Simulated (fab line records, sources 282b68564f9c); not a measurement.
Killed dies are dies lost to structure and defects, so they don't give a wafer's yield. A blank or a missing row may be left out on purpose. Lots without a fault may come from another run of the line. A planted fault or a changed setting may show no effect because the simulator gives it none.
fab line records | flow rit_cmos
record lots=7 wafers=21 last_day=7
route steps=202 shown PRETRO@72 GATE@75 FOX2@80 REOX@98 NLDD@103 SPACER@125 SDANNEAL@155 M1@202
lots that met no fault: from a run of the same line without faults
start_h: hours from the record's first day to the start of the lot's first wafer shown | wait_h: hours since the lot's step before | " the same as in the row above | L1.1+2: a row that stands for several wafers | - no value, or no start given | * or withheld: withheld | < > ~ a bound
route shown NAME@n: a module of which the file shows steps, and the number in the route of the first | usual: mean/standard deviation of fault-free wafers | same: alike in all rows | chamber/n: place in a boat | sites: the reading at each site | _std_site: their standard deviation | _edge_site: outer sites' mean less inner sites' | radius_mm: how far each site lies from the wafer's centre | mask NAME#n: copy n | behind: the tool/chamber that last shaped the wafer | hold: why the lot was held/for how many hours/how that ended | device: the transistor (n, p or np) that didn't switch | end of line: the same wafers' tests at the end of the route | a step without rows: its recipe alone | killed: dies lost to structure and defects at the first sort, not the wafer's yield | map: a wafer's dies, x killed, . not, _ none there
set.NAME: the setting as run; set.NAME@STEP: as run at that earlier step | model.NAME: the simulator's own value behind a step, which no gauge read
lots at some steps of the route; a table a step, a row a wafer
services: from which hour (start_h, from the record's first day; less than 0 if before it) a tool's chamber was out of use, for how many hours, and why
## steps
# step RIT_PRETRO_IMPLANT_08
# recipe species=B energy_kev=45 dose_cm2=1.2e+13 tilt_deg=7
# step RIT_PRETRO_STRIP_09
# recipe chemistry=O2 time_s=180 resist=NOVOLAK platen_temp_c=withheld power_w=500 pressure_mtorr=4000 o2_flow_sccm=4000
# usual drypump_motor_current_A=5.56/0.28
# columns lot.wafer tool chamber start_h wait_h drypump_motor_current_A rf_hours_counter_h
L290.1 plasma_asher-01 1 39.26 0.1 6.09 39
L290.3 " 0 " " 5.57 -
L290.5 " 1 " " 6.09 -
L294.1 plasma_asher-02 0 62.44 0.1 5.14 26
L294.4 " 1 " " 5.68 -
L294.5 " 1 " " 5.67 -
L295.1 plasma_asher-01 1 65.65 0.1 6.03 42
L295.5 " 0 " " 5.55 -
L295.6 " 1 " " 6.03 -
L297.2 plasma_asher-03 1 79.90 0.1 5.66 43
L297.3 " 1 " " 5.65 -
L297.6 " 1 " " 5.66 -
L302.4 plasma_asher-03 0 101.56 0.1 5.54 -
L302.5 " 0 " " 5.54 -
L302.6 " 1 " " 5.63 -
L303.2 plasma_asher-02 1 104.89 0.1 5.71 30
L303.3 " 0 " " 5.12 -
L303.4 " 1 " " 5.73 -
L305.1 plasma_asher-02 1 115.91 0.1 5.67 32
L305.4 " 1 " " 5.67 -
L305.5 " 1 " " 5.68 -
# step RIT_PRETRO_TW_MEAS_10
# usual PRETRO_TW=472/4
# columns lot.wafer tool chamber start_h wait_h PRETRO_TW
L290.1 film_metro-01 - 39.43 0.1 469
L290.3 " - " " 467
L290.5 " - " " 468
L294.1 film_metro-03 - 62.61 0.1 472
L294.4 " - " " 476
L294.5 " - " " 476
L295.1 film_metro-01 - 65.83 0.1 467
L295.5 " - " " 466
L295.6 " - " " 467
L297.2 film_metro-01 - 80.09 0.1 465
L297.3 " - " " 467
L297.6 " - " " 467
L302.4 film_metro-01 - 101.72 0.1 469
L302.5 " - " " 468
L302.6 " - " " 468
L303.2 film_metro-03 - 105.13 0.2 474
L303.3 " - " " 475
L303.4 " - " " 477
L305.1 film_metro-02 - 116.08 0.1 473
L305.4 " - " " 473
L305.5 " - " " 474
# step RIT_GATE_WET_ETCH_00
# recipe chemistry=BOE target=SiO2 target_depth_nm=56 time_s=60 dry=n2_spin dilution=10:1 temp_c=21.5
# step RIT_GATE_CLEAN_01
# recipe chemistry=SC1 mix=3:3:50 time_s=600 temp_c=75
# step RIT_GATE_CLEAN_02
# recipe chemistry=dHF dilution=50:1 time_s=30
# step RIT_GATE_CLEAN_03
# recipe chemistry=SC2 mix=3:3:50 time_s=600 temp_c=75 dry=n2_spin
# step RIT_GATE_CLEAN_04
# recipe chemistry=dHF dilution=50:1 time_s=60 dry=n2_spin
# step RIT_FOX2_THK_MEAS_91
# recipe reads=SiO2_of_FOX2_OXIDATION_00
# usual FIELD_OXIDE_LEFT_2_THK=255/6.5
# columns lot.wafer tool chamber start_h wait_h FIELD_OXIDE_LEFT_2_THK[nm]
L290.1 film_metro-04 - 39.93 0.0 256
L290.3 " - " " 254
L290.5 " - " " 248
L294.1 film_metro-03 - 63.11 0.0 259
L294.4 " - " " 251
L294.5 " - " " 254
L295.1 film_metro-03 - 66.32 0.0 256
L295.5 " - " " 259
L295.6 " - " " 253
L297.2 film_metro-01 - 80.56 0.0 256
L297.3 " - " " 251
L297.6 " - " " 254
L302.4 film_metro-04 - 102.20 0.0 246
L302.5 " - " " 250
L302.6 " - " " 242
L303.2 film_metro-01 - 105.61 0.0 259
L303.3 " - " " 260
L303.4 " - " " 268
L305.1 film_metro-03 - 116.56 0.0 237
L305.4 " - " " 237
L305.5 " - " " 236
# step RIT_GATE_OXIDATION_05
# recipe temp_c=900 ambient=O2 target_thk_a=30 ox_time_s=270
# step RIT_GATE_ANNEAL_06
# recipe temp_c=900 time_s=600 ambient=N2O
# step RIT_GATE_THK_MEAS_07
# recipe reads=SiO2_of_GATE_OXIDATION_05
# usual GATE_OXIDE_THK=3.02/0.062
# columns lot.wafer tool chamber start_h wait_h GATE_OXIDE_THK[nm]
L290.1 film_metro-04 - 42.04 0.0 3.10
L290.3 " - " " 3.05
L290.5 " - " " 3.06
L295.1 film_metro-01 - 69.43 0.0 3.11
L295.5 " - " " 3.07
L295.6 " - " " 3.04
L294.1 film_metro-04 - 69.46 0.0 3.15
L294.4 " - " " 3.02
L294.5 " - " " 3.02
L297.2 film_metro-03 - 84.86 0.0 3.02
L297.3 " - " " 3.00
L297.6 " - " " 3.00
L302.4 film_metro-01 - 103.58 0.0 2.90
L302.5 " - " " 2.86
L302.6 " - " " 2.91
L303.2 film_metro-01 - 109.26 0.0 2.98
L303.3 " - " " 2.99
L303.4 " - " " 2.96
L305.1 film_metro-04 - 119.02 0.0 2.92
L305.4 " - " " 2.96
L305.5 " - " " 2.91
# step RIT_GATE_CVD_08
# recipe material=poly-Si target_thk_nm=250 temp_c=610 precursor=SiH4 time_s=2220 pressure_mtorr=300 sih4_flow_sccm=100
# usual sih4_flow_sccm=99.91/0.25
# columns lot.wafer tool chamber start_h wait_h sih4_flow_sccm model.poly-Si_of_GATE_CVD_08.thk_nm
L290.1 lpcvd-01 0 42.91 0.9 99.85 252.4
L290.3 " 0 " " 99.83 250.2
L290.5 " 0 " " 99.85 249
L295.1 lpcvd-01 0 69.49 0.1 99.97 251.1
L295.5 " 0 " " 100.04 250.8
L295.6 " 0 " " 99.95 250.5
L294.1 lpcvd-02 0 69.52 0.1 100.01 249.2
L294.4 " 0 " " 100.36 247.8
L294.5 " 0 " " 99.68 248.2
L297.2 lpcvd-02 1 84.91 0.0 99.61 251.4
L297.3 " 1 " " 99.97 249.3
L297.6 " 1 " " 99.49 249.6
L302.4 lpcvd-02 1 103.73 0.1 99.84 175.8
L302.5 " 1 " " 99.94 175.6
L302.6 " 1 " " 99.75 178.2
L303.2 lpcvd-02 1 109.31 0.0 99.79 177.5
L303.3 " 1 " " 99.89 181.4
L303.4 " 1 " " 100.24 182
L305.1 lpcvd-02 1 119.08 0.1 100.06 174
L305.4 " 1 " " 100.03 173.1
L305.5 " 1 " " 99.66 173.5
# step RIT_GATE_THK_MEAS_09
# recipe reads=poly-Si_of_GATE_CVD_08
# usual GATE_POLY_THK=249.4/2.3
# columns lot.wafer tool chamber start_h wait_h hold GATE_POLY_THK[nm]
L290.1 film_metro-04 - 44.53 0.0 - 252.3
L290.3 " - " " - 250.3
L290.5 " - " " - 249.1
L295.1 film_metro-04 - 71.10 0.0 - 251.1
L295.5 " - " " - 251.0
L295.6 " - " " - 250.4
L294.1 film_metro-03 - 71.14 0.0 - 249.2
L294.4 " - " " - 247.7
L294.5 " - " " - 248.3
L297.2 film_metro-01 - 86.54 0.0 - 251.5
L297.3 " - " " - 249.1
L297.6 " - " " - 249.8
L302.4 film_metro-04 - 105.37 0.0 await_dispo/0.2h/release 176.0
L302.5 " - " " await_dispo/0.2h/release 175.4
L302.6 " - " " await_dispo/0.2h/release 178.3
L302.4 film_metro-04 - 105.60 0.2 - 175.7
L302.5 " - " " - 175.5
L302.6 " - " " - 178.2
L303.2 film_metro-01 - 110.94 0.0 await_dispo/0.2h/release 177.5
L303.3 " - " " await_dispo/0.2h/release 181.4
L303.4 " - " " await_dispo/0.2h/release 181.9
L303.2 film_metro-01 - 111.17 0.2 - 177.4
L303.3 " - " " - 181.4
L303.4 " - " " - 181.9
L305.1 film_metro-01 - 120.70 0.0 await_dispo/0.2h/release 173.9
L305.4 " - " " await_dispo/0.2h/release 173.2
L305.5 " - " " await_dispo/0.2h/release 173.5
L305.1 film_metro-01 - 120.92 0.2 - 173.9
L305.4 " - " " - 173.0
L305.5 " - " " - 173.4
# step RIT_GATE_COAT_11
# recipe resist=NOVOLAK spin_rpm=4250 resist_thk_nm=833.8
# step RIT_GATE_SOFTBAKE_12
# recipe resist=NOVOLAK temp_c=90 time_s=60
# step RIT_GATE_EXPOSE_13
# recipe mask_id=M6 na=0.6 source_shape=conventional sigma_outer=0.6 target_cd_nm=150 dose_mj=380
# step RIT_GATE_PEB_14
# recipe resist=NOVOLAK temp_c=withheld time_s=withheld
# step RIT_GATE_DEVELOP_15
# recipe resist=NOVOLAK develop_time_s=50 dev_temp_c=23
# step RIT_GATE_CD_MEAS_16
# recipe target_cd_nm=150
# usual cd_nm=149.8/2.1
# columns lot.wafer tool chamber start_h wait_h cd_nm
L290.1 cd_sem-01 - 46.77 - 147.8
L290.3 " - " " 151.1
L290.5 " - " " 150.3
L295.1 cd_sem-02 - 72.23 - 150.0
L295.5 " - " " 146.4
L295.6 " - " " 148.8
L294.1 cd_sem-01 - 72.47 - 150.3
L294.4 " - " " 150.2
L294.5 " - " " 150.7
L297.2 cd_sem-02 - 87.58 - 151.1
L297.3 " - " " 152.6
L297.6 " - " " 151.2
L302.4 cd_sem-02 - 110.65 - 151.1
L302.5 " - " " 150.6
L302.6 " - " " 151.0
L303.2 cd_sem-01 - 116.16 - 151.9
L303.3 " - " " 150.5
L303.4 " - " " 147.9
L305.1 cd_sem-01 - 124.39 - 149.7
L305.4 " - " " 150.7
L305.5 " - " " 148.8
# step RIT_GATE_OVL_MEAS_17
# usual GATE_OVL=0.0/1.6
# columns lot.wafer tool chamber start_h wait_h GATE_OVL[nm]
L290.1 overlay-01 - 46.89 0.1 2.0
L290.3 " - " " 1.9
L290.5 " - " " -0.3
L295.1 overlay-02 - 72.35 0.1 1.0
L295.5 " - " " 0.8
L295.6 " - " " -0.6
L294.1 overlay-02 - 72.59 0.1 -0.5
L294.4 " - " " -0.9
L294.5 " - " " -0.4
L297.2 overlay-02 - 87.69 0.1 1.0
L297.3 " - " " 1.5
L297.6 " - " " 0.1
L302.4 overlay-02 - 110.73 0.1 -0.6
L302.5 " - " " -1.0
L302.6 " - " " -0.6
L303.2 overlay-02 - 116.27 0.1 0.5
L303.3 " - " " 0.0
L303.4 " - " " -1.0
L305.1 overlay-02 - 124.51 0.1 -2.6
L305.4 " - " " -1.4
L305.5 " - " " -2.0
# step RIT_GATE_HARDBAKE_18
# recipe resist=NOVOLAK temp_c=140 time_s=60
# step RIT_GATE_ETCH_19
# recipe chemistry=SF6/CHF3/O2 time_s=165 SF6_flow_sccm=30 CHF3_flow_sccm=30 O2_flow_sccm=5 target=poly-Si pressure_mtorr=40 rf_w=160 target_depth_a=3125 over_etch_frac=0.2744 stop_on=SiO2
# usual CHF3_flow_sccm=30.00/0.089 drypump_motor_current_A=5.9/0.42 oes_product_au=0.840/0.011 throttle_valve_pct=10.28/0.14
# columns lot.wafer tool chamber start_h wait_h CHF3_flow_sccm drypump_motor_current_A oes_product_au rf_hours_counter_h throttle_valve_pct model.GATE.feature_depth_nm model.etch.depth_nm
L290.1 rie_si-02 1 47.08 0.1 29.91 5.8 0.837 146 10.38 252.4 252.4
L290.3 " 2 " " 29.86 6.4 0.831 2 10.23 250.2 250.2
L290.5 " 1 " " 29.94 5.8 0.834 - 10.39 249 249
L295.1 rie_si-02 0 72.53 0.1 29.94 5.9 0.860 58 10.17 251.1 251.1
L295.5 " 1 " " 29.99 5.8 0.835 - 10.39 250.8 250.8
L295.6 " 2 " " 30.02 6.4 0.831 - 10.23 250.5 250.5
L294.1 rie_si-01 0 72.77 0.1 30.05 5.6 0.825 1 10.55 249.2 249.2
L294.4 " 1 " " 30.06 5.6 0.850 67 10.13 247.8 247.8
L294.5 " 3 " " 30.02 5.1 0.844 - 10.45 248.2 248.2
L297.2 rie_si-01 2 87.87 0.1 29.90 6.5 0.836 3 10.16 251.4 251.4
L297.3 " 1 " " 29.91 5.6 0.843 67 10.12 249.3 249.3
L297.6 " 1 " " 30.02 5.6 0.854 - 10.12 249.6 249.6
L302.4 rie_si-02 1 110.95 0.1 29.96 5.8 0.665 - 10.39 175.8 175.8
L302.5 " 0 " " 29.92 5.8 0.687 - 10.19 175.6 175.6
L302.6 " 2 " " 30.05 6.4 0.663 - 10.21 178.2 178.2
L303.2 rie_si-01 1 116.45 0.1 30.19 5.6 0.683 68 10.14 177.5 177.5
L303.3 " 0 " " 30.08 5.6 0.663 1 10.55 181.4 181.4
L303.4 " 2 " " 29.92 6.5 0.684 - 10.17 182 182
L305.1 rie_si-01 0 124.74 0.1 29.86 5.6 0.650 1 10.55 174 174
L305.4 " 2 " " 29.96 6.5 0.660 - 10.21 173.1 173.1
L305.5 " 1 " " 30.04 5.6 0.664 - 10.13 173.5 173.5
# step RIT_GATE_STRIP_20
# recipe chemistry=O2 time_s=180 resist=NOVOLAK platen_temp_c=withheld power_w=500 pressure_mtorr=4000 o2_flow_sccm=4000
# usual drypump_motor_current_A=5.62/0.24
# columns lot.wafer tool chamber start_h wait_h drypump_motor_current_A rf_hours_counter_h
L290.1 plasma_asher-02 0 47.19 0.1 5.11 25
L290.3 " 0 " " 5.12 -
L290.5 " 1 " " 5.69 -
L295.1 plasma_asher-04 1 72.64 0.1 5.69 44
L295.5 " 1 " " 5.68 -
L295.6 " 0 " " 5.93 -
L294.1 plasma_asher-03 1 72.88 0.1 5.64 42
L294.4 " 0 " " 5.56 -
L294.5 " 0 " " 5.55 -
L297.2 plasma_asher-02 1 87.98 0.1 5.72 29
L297.3 " 1 " " 5.67 -
L297.6 " 0 " " 5.13 -
L303.2 plasma_asher-02 1 116.56 0.1 5.66 31
L303.3 " 0 " " 5.13 -
L303.4 " 1 " " 5.69 -
L302.4 plasma_asher-03 0 117.81 6.8 5.54 -
L302.5 " 0 " " 5.57 -
L302.6 " 1 " " 5.64 -
L305.1 plasma_asher-02 0 124.85 0.1 5.11 33
L305.4 " 1 " " 5.68 -
L305.5 " 0 " " 5.12 -
# step RIT_GATE_CD_MEAS_90
# recipe target_cd_nm=150
# usual cd_nm=149.7/2.2
# columns lot.wafer tool chamber start_h wait_h cd_nm
L290.1 cd_sem-02 - 47.36 0.1 147.2
L290.3 " - " " 150.6
L290.5 " - " " 150.5
L295.1 cd_sem-02 - 72.82 0.1 149.6
L295.5 " - " " 146.4
L295.6 " - " " 148.4
L294.1 cd_sem-01 - 73.06 0.1 150.5
L294.4 " - " " 149.9
L294.5 " - " " 150.9
L297.2 cd_sem-02 - 88.17 0.1 150.7
L297.3 " - " " 152.5
L297.6 " - " " 150.9
L303.2 cd_sem-01 - 116.75 0.1 151.8
L303.3 " - " " 150.7
L303.4 " - " " 147.9
L302.4 cd_sem-02 - 117.98 0.1 150.7
L302.5 " - " " 150.9
L302.6 " - " " 150.7
L305.1 cd_sem-01 - 125.03 0.1 149.8
L305.4 " - " " 150.6
L305.5 " - " " 148.6
# step RIT_REOX_CLEAN_00
# recipe chemistry=SC1 mix=3:3:50 time_s=600 temp_c=75
# step RIT_REOX_CLEAN_01
# recipe chemistry=dHF dilution=50:1 time_s=30
# step RIT_REOX_CLEAN_02
# recipe chemistry=SC2 mix=3:3:50 time_s=600 temp_c=75 dry=n2_spin
# step RIT_REOX_OXIDATION_03
# recipe temp_c=900 ambient=O2 target_thk_a=252 ox_time_s=5580
# usual tube_center_temp_C_max=902.4/0.36
# columns lot.wafer tool chamber start_h wait_h tube_center_temp_C_max model.SiO2_of_REOX_OXIDATION_03.thk_nm
L290.1 furnace-03 0 47.88 0.0 902.3 25.23
L290.3 " 0 " " 902.6 24.97
L290.5 " 0 " " 902.8 25.3
L294.1 furnace-03 0 74.08 0.5 902.2 25.15
L294.4 " 0 " " 902.5 24.73
L294.5 " 0 " " 902.3 25.07
L295.1 furnace-03 0 74.08 0.8 902.2 24.78
L295.5 " 0 " " 902.3 25.08
L295.6 " 0 " " 902.5 25.24
L297.2 furnace-01 0 89.23 0.6 902.1 25.21
L297.3 " 0 " " 902.8 24.81
L297.6 " 0 " " 901.9 24.39
L303.2 furnace-03 0 117.69 0.4 902.3 24.48
L303.3 " 0 " " 902.2 24.55
L303.4 " 0 " " 902.3 24.88
L302.4 furnace-03 0 118.77 0.3 903.3 24.71
L302.5 " 0 " " 902.2 24.71
L302.6 " 0 " " 902.2 24.64
L305.1 furnace-04 0 125.53 0.0 902.5 25.85
L305.4 " 0 " " 902.4 25.69
L305.5 " 0 " " 902.1 25.67
# step RIT_REOX_THK_MEAS_04
# recipe reads=SiO2_of_REOX_OXIDATION_03
# usual REOX_OXIDE_THK=25.3/0.43
# columns lot.wafer tool chamber start_h wait_h REOX_OXIDE_THK[nm]
L290.1 film_metro-01 - 50.43 0.0 25.3
L290.3 " - " " 25.0
L290.5 " - " " 25.3
L294.1 film_metro-04 - 76.63 0.0 25.2
L294.4 " - " " 24.8
L294.5 " - " " 25.0
L295.1 film_metro-01 - 76.63 0.0 24.8
L295.5 " - " " 25.1
L295.6 " - " " 25.2
L297.2 film_metro-01 - 91.79 0.0 25.2
L297.3 " - " " 24.8
L297.6 " - " " 24.4
L303.2 film_metro-01 - 120.29 0.0 24.5
L303.3 " - " " 24.6
L303.4 " - " " 24.8
L302.4 film_metro-04 - 121.39 0.1 24.8
L302.5 " - " " 24.7
L302.6 " - " " 24.7
L305.1 film_metro-02 - 128.08 0.0 25.8
L305.4 " - " " 25.7
L305.5 " - " " 25.7
# step RIT_NLDD_HMDS_00
# recipe prime_time_s=60 prime_temp_c=140
# step RIT_NLDD_COAT_01
# recipe resist=NOVOLAK spin_rpm=3250 resist_thk_nm=1000
# step RIT_NLDD_SOFTBAKE_02
# recipe resist=NOVOLAK temp_c=90 time_s=60
# step RIT_NLDD_EXPOSE_03
# recipe mask_id=M7 na=0.57 target_cd_nm=40700 dose_mj=250
# step RIT_NLDD_PEB_04
# recipe resist=NOVOLAK temp_c=withheld time_s=withheld
# step RIT_NLDD_DEVELOP_05
# recipe resist=NOVOLAK develop_time_s=50 dev_temp_c=23
# step RIT_NLDD_OVL_MEAS_06
# usual NLDD_OVL=0.0/1.5
# columns lot.wafer tool chamber start_h wait_h NLDD_OVL[nm]
L290.1 overlay-02 - 51.34 - -0.2
L290.3 " - " " -1.4
L290.5 " - " " 1.1
L295.1 overlay-02 - 77.70 - 0.5
L295.5 " - " " 0.6
L295.6 " - " " -1.0
L294.1 overlay-01 - 77.93 - -1.2
L294.4 " - " " 2.4
L294.5 " - " " 0.1
L297.2 overlay-02 - 93.15 - -0.4
L297.3 " - " " -0.3
L297.6 " - " " -1.2
L303.2 overlay-01 - 121.98 - -0.1
L303.3 " - " " -0.3
L303.4 " - " " 0.7
L302.4 overlay-02 - 122.80 - -0.8
L302.5 " - " " -1.3
L302.6 " - " " -0.9
L305.1 overlay-01 - 128.99 - 0.7
L305.4 " - " " -0.9
L305.5 " - " " 1.3
# step RIT_NLDD_HARDBAKE_07
# recipe resist=NOVOLAK temp_c=140 time_s=60
# step RIT_NLDD_IMPLANT_08
# recipe species=P energy_kev=20 dose_cm2=5e+14 tilt_deg=7
# step RIT_NLDD_STRIP_09
# recipe chemistry=O2 time_s=180 resist=NOVOLAK platen_temp_c=withheld power_w=500 pressure_mtorr=4000 o2_flow_sccm=4000
# usual drypump_motor_current_A=5.76/0.2
# columns lot.wafer tool chamber start_h wait_h drypump_motor_current_A rf_hours_counter_h
L290.1 plasma_asher-04 1 51.68 0.1 5.70 41
L290.3 " 1 " " 5.68 -
L290.5 " 0 " " 5.93 -
L295.1 plasma_asher-01 0 78.23 0.1 5.55 43
L295.5 " 1 " " 6.03 -
L295.6 " 0 " " 5.55 -
L294.1 plasma_asher-03 0 78.38 0.1 5.54 43
L294.4 " 0 " " 5.54 -
L294.5 " 1 " " 5.66 -
L297.2 plasma_asher-01 0 93.48 0.1 5.55 45
L297.3 " 0 " " 5.55 -
L297.6 " 1 " " 6.06 -
L303.2 plasma_asher-01 1 122.42 0.1 6.09 48
L303.3 " 1 " " 6.11 -
L303.4 " 0 " " 5.55 -
L302.4 plasma_asher-04 0 123.22 0.2 5.92 -
L302.5 " 1 " " 5.68 -
L302.6 " 0 " " 5.92 -
L305.1 plasma_asher-04 1 129.41 0.1 5.66 50
L305.4 " 1 " " 5.68 -
L305.5 " 0 " " 5.92 -
# step RIT_NLDD_TW_MEAS_10
# usual NLDD_TW=2486/9.9
# columns lot.wafer tool chamber start_h wait_h NLDD_TW
L290.1 film_metro-03 - 51.85 0.1 2490
L290.3 " - " " 2505
L290.5 " - " " 2483
L295.1 film_metro-04 - 78.40 0.1 2500
L295.5 " - " " 2516
L295.6 " - " " 2500
L294.1 film_metro-02 - 78.55 0.1 2488
L294.4 " - " " 2488
L294.5 " - " " 2498
L297.2 film_metro-02 - 93.66 0.1 2479
L297.3 " - " " 2472
L297.6 " - " " 2489
L303.2 film_metro-03 - 122.61 0.1 2495
L303.3 " - " " 2484
L303.4 " - " " 2482
L302.4 film_metro-02 - 123.36 0.1 2497
L302.5 " - " " 2495
L302.6 " - " " 2488
L305.1 film_metro-04 - 129.58 0.1 2484
L305.4 " - " " 2491
L305.5 " - " " 2474
# step RIT_SPACER_CLEAN_00
# recipe chemistry=SC1 mix=3:3:50 time_s=600 temp_c=75
# columns lot.wafer tool chamber start_h wait_h model.SiO2_of_REOX_OXIDATION_03.thk_nm
L290.1 wet_bench-03 3 53.34 0.1 23.29
L290.3 " 3 " " 23.05
L290.5 " 3 " " 23.34
L295.1 wet_bench-03 0 80.01 0.1 22.88
L295.5 " 0 " " 23.15
L295.6 " 0 " " 23.29
L294.1 wet_bench-02 0 80.34 0.1 23.24
L294.4 " 0 " " 22.85
L294.5 " 0 " " 23.15
L297.2 wet_bench-04 1 95.26 0.0 23.28
L297.3 " 1 " " 22.91
L297.6 " 1 " " 22.52
L303.2 wet_bench-02 2 124.44 0.0 22.61
L303.3 " 2 " " 22.67
L303.4 " 2 " " 22.97
L302.4+5 wet_bench-04 3 124.93 0.0 22.81
L302.6 " 3 " " 22.75
L305.1 wet_bench-02 3 131.22 0.1 23.83
L305.4 " 3 " " 23.69
L305.5 " 3 " " 23.67
# step RIT_SDANNEAL_CLEAN_02
# recipe chemistry=SC2 mix=3:3:50 time_s=600 temp_c=75 dry=n2_spin
# columns lot.wafer tool chamber start_h wait_h model.poly-Si_of_GATE_CVD_08.thk_nm
L290.1 wet_bench-03 2 59.04 0.0 165.5
L290.3 " 2 " " 163.3
L290.5 " 2 " " 161.8
L295.1 wet_bench-04 1 85.82 0.0 164.9
L295.5 " 1 " " 163
L295.6 " 1 " " 162.8
L294.1 wet_bench-04 0 86.07 0.0 160.3
L294.4 " 0 " " 159.9
L294.5 " 0 " " 160.2
L297.2 wet_bench-04 3 100.94 0.0 164.2
L297.3 " 3 " " 161.4
L297.6 " 3 " " 160.6
L303.2 wet_bench-01 0 131.75 0.0 90.59
L303.3 " 0 " " 95.02
L303.4 " 0 " " 96.66
L302.4 wet_bench-01 1 132.98 0.0 86.83
L302.5 " 1 " " 89.07
L302.6 " 1 " " 91.01
L305.1 wet_bench-04 3 138.32 0.0 85.68
L305.4 " 3 " " 85.56
L305.5 " 3 " " 86.96
# step RIT_M1_PROBE_99
# usual killed_at_contacts=0.1/0.23 killed_at_front_end=6/3.1 killed_dies=6/3.1 killed_open=3.2/1.9 killed_short=3.2/2.1
# same gross_dies=264 killed_at_M0_to_M3=0 killed_at_M4_up=0 killed_at_back_side=0 killed_at_other=0
# columns lot.wafer tool chamber start_h wait_h killed_at_contacts killed_at_front_end killed_dies killed_open killed_short
L295.1 prober-01 - 93.81 0.1 0 4 4 0 4
L295.5 prober-01 - 94.01 0.2 0 6 6 3 3
L295.6 prober-01 - 94.06 0.2 0 3 3 0 3
L303.2 prober-02 - 158.79 0.1 1 7 8 6 2
L303.4 prober-02 - 158.89 0.2 0 12 12 8 4
L302.4 prober-01 - 158.89 0.2 0 4 4 2 2
L302.5 prober-01 - 158.94 0.2 0 5 5 2 3
L302.6 prober-01 - 158.99 0.2 0 8 8 5 3
L305.1 prober-01 - 159.34 0.6 0 8 8 4 4
L305.4 prober-01 - 159.49 0.7 0 5 5 2 3
L305.5 prober-01 - 159.54 0.7 0 8 8 5 3
# killed by level:class
L295.1 GATE:geometric_particle:short=2 FOX2:geometric_particle:short=1 REOX:geometric_particle:short=1
L295.5 GATE:geometric_particle:short=2 REOX:geometric_particle:open=2 FOX1:geometric_particle:short=1 SILICIDE:geometric_particle:open=1
L295.6 ACTIVE:geometric_particle:short=1 GATE:geometric_particle:short=1 SILICIDE:geometric_particle:short=1
L303.2 FOX2:geometric_particle:open=3 ACTIVE:geometric_particle:short=1 FOX1:geometric_particle:open=1 REOX:geometric_particle:short=1 SILICIDE:geometric_particle:open=1 CONTACT:geometric_particle:open=1
L302.4 FOX1:geometric_particle:short=1 FOX2:geometric_particle:open=1 SILICIDE:geometric_particle:open=1 SILICIDE:geometric_particle:short=1
L303.4 REOX:geometric_particle:open=3 REOX:geometric_particle:short=3 ACTIVE:geometric_particle:open=1 FOX1:geometric_particle:short=1 FOX1:geometric_particle:open=1 FOX2:geometric_particle:open=1 GATE:geometric_particle:open=1 SILICIDE:geometric_particle:open=1
L302.5 FOX1:geometric_particle:open=1 GATE:geometric_particle:short=1 GATE:geometric_particle:open=1 SPACER:geometric_particle:short=1 SILICIDE:geometric_particle:short=1
L302.6 FOX1:geometric_particle:open=2 GATE:geometric_particle:short=2 GATE:geometric_particle:open=2 FOX2:geometric_particle:short=1 SPACER:geometric_particle:open=1
L305.1 GATE:geometric_particle:short=4 GATE:geometric_particle:open=2 SPACER:geometric_particle:open=1 SILICIDE:geometric_particle:open=1
L305.4 GATE:geometric_particle:short=3 GATE:geometric_particle:open=1 SILICIDE:geometric_particle:open=1
L305.5 SPACER:geometric_particle:open=3 SILICIDE:geometric_particle:short=2 GATE:geometric_particle:short=1 GATE:geometric_particle:open=1 REOX:geometric_particle:open=1
## services
# columns tool chamber start_h hours kind
plasma_asher-03 - 44.25 10.6 repair
plasma_asher-02 - 48.76 7.4 repair
furnace-04 - 62.55 2.7 pm
rie_si-02 3 76.72 - clean
rie_si-02 3 76.72 33.0 scheduled_down
rie_si-02 - 80.75 0.7 repair
rie_si-01 0 80.95 7.0 repair
furnace-01 - 81.33 1.7 pm
wet_bench-01 - 82.58 2.3 repair
plasma_asher-02 - 97.46 1.3 repair
plasma_asher-03 - 108.75 9.0 pm
plasma_asher-03 0 108.75 9.0 vent_cycle
plasma_asher-03 1 108.75 9.0 vent_cycle
wet_bench-02 - 108.92 1.3 repair
rie_si-01 3 110.41 - clean
rie_si-01 3 110.41 23.3 scheduled_down
rie_si-01 3 110.41 23.3 vent_cycle
plasma_asher-03 0 117.75 - clean
plasma_asher-03 1 117.75 - clean
plasma_asher-04 - 125.17 1.5 repair
lpcvd-01 - 134.26 2.8 pm
furnace-01 - 135.78 3.6 pm
furnace-03 - 136.54 44.8 repair
rie_si-02 3 137.40 1.8 repair
## key
first_sign step=RIT_GATE_THK_MEAS_09 reading=visit direction=added
effect step=RIT_GATE_THK_MEAS_09 reading=GATE_POLY_THK direction=down sigmas=32 usual=249.4 struck=176.8
effect step=RIT_GATE_ETCH_19 reading=oes_product_au direction=down sigmas=16 usual=0.840 struck=0.669
model_effect step=RIT_GATE_CVD_08 value=poly-Si_of_GATE_CVD_08.thk_nm without=247.9 struck=176.8
model_effect step=RIT_GATE_ETCH_19 value=GATE.feature_depth_nm without=247.9 struck=176.8
model_effect step=RIT_REOX_OXIDATION_03 value=SiO2_of_REOX_OXIDATION_03.thk_nm without=25.41 struck=25.02
model_effect step=RIT_SPACER_CLEAN_00 value=SiO2_of_REOX_OXIDATION_03.thk_nm without=23.45 struck=23.09
model_effect step=RIT_SDANNEAL_CLEAN_02 value=poly-Si_of_GATE_CVD_08.thk_nm without=160.9 struck=89.71
met_at RIT_GATE_CVD_08
struck_wafers L302.4,L302.5,L302.6,L303.2,L303.3,L303.4,L305.1,L305.4,L305.5
tester_left_out L302,L303,L305
onset_between 84.91 103.73
also_fits time
fault kind=process_parameter_drift tool=lpcvd-02 chamber=- onset_h=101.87 steps=RIT_GATE_CVD_08 channel=target_thk_nm offset=-71.135 shape=step end_h=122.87 acts_in=these_recipes_only stated=250
# tester_left_out: of these lots the tester's yield and bins aren't shown, on N5 and GAA mostly nor the transistor test; their killed dies are dies lost to structure and defects alone, not to doping, threshold or leakage, so they don't give the yield
